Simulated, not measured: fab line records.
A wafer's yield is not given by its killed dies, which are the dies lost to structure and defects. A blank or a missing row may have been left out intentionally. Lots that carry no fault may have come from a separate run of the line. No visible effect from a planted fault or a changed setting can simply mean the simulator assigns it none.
Which tool was responsible? | flow rit cmos | 21 wafers from 7 lots sampled at 2 of the route's 202 steps

WHAT EACH GAUGE READ, for each wafer
RIT_SPACER_THK_MEAS_04.
lot  | measured    | on            | SPACER_NITRIDE_THK (nm)
L451 | day 3 14:28 | film metro-01 | 255.6 256.5 254.7
L453 | day 3 23:40 | film metro-04 | 246.8 249.1 248.4
L456 | day 4 15:58 | film metro-03 | 250.5 249.6 250.4
L458 | day 5 00:32 | film metro-04 | 249.4 249.0 249.8
L461 | day 5 20:43 | film metro-01 | 251.4 253.5 253.2
L465 | day 6 15:10 | film metro-04 | 98.7 100.3 100.8
L471 | day 7 18:47 | film metro-03 | 247.0 244.7 248.3

WHICH TOOL RAN EACH LOT (tool, then ch and the chambers of the sampled wafers, then the start)
lot  | RIT_SPACER_CVD_03
L451 | lpcvd-01 ch 0, day 3 12:34
L453 | lpcvd-02 ch 0, day 3 21:45
L456 | lpcvd-01 ch 0, day 4 14:02
L458 | lpcvd-02 ch 1, day 4 22:37
L461 | lpcvd-01 ch 1, day 5 17:50
L465 | lpcvd-01 ch 0, day 6 13:15
L471 | lpcvd-02 ch 0, day 7 15:54
- RIT_SPACER_CVD_03: deposits Si3N4 from SiH2Cl2/NH3, target thk 250 nm, time 3300 s.

THE ANSWER, worked out from the rows above alone
Rule: usual is defined by the lots themselves. The widest of any qualifying gaps counts: lots, ordered by their means at a reading, are off when they make up no more than a third of the lots, leave a main group of 4 or more, and stand apart from it by 3 or more times the standard deviation of that group's means. A main group is skipped when, at the precision printed for the reading in the tables above, its means are all equal. A lot without any number at a reading at which 4 lots or more have one is off too. All remaining lots with rows at the step are treated as sound.
Off: at RIT_SPACER_THK_MEAS_04 (SPACER_NITRIDE_THK), L465. The main group has a mean of 250.4 nm with a standard deviation of 3.
If a tool, at a process step before that reading, ran all the lots that are off and no sound lot after the first of them, it fits. Those tools and the gauges at RIT_SPACER_THK_MEAS_04 are tried in the same way. 2 tools fit, lpcvd-01 at RIT_SPACER_CVD_03 and film metro-04 at RIT_SPACER_THK_MEAS_04, so this cannot tell which one it is.

WHAT HAD BEEN PUT IN BY THE SIMULATOR
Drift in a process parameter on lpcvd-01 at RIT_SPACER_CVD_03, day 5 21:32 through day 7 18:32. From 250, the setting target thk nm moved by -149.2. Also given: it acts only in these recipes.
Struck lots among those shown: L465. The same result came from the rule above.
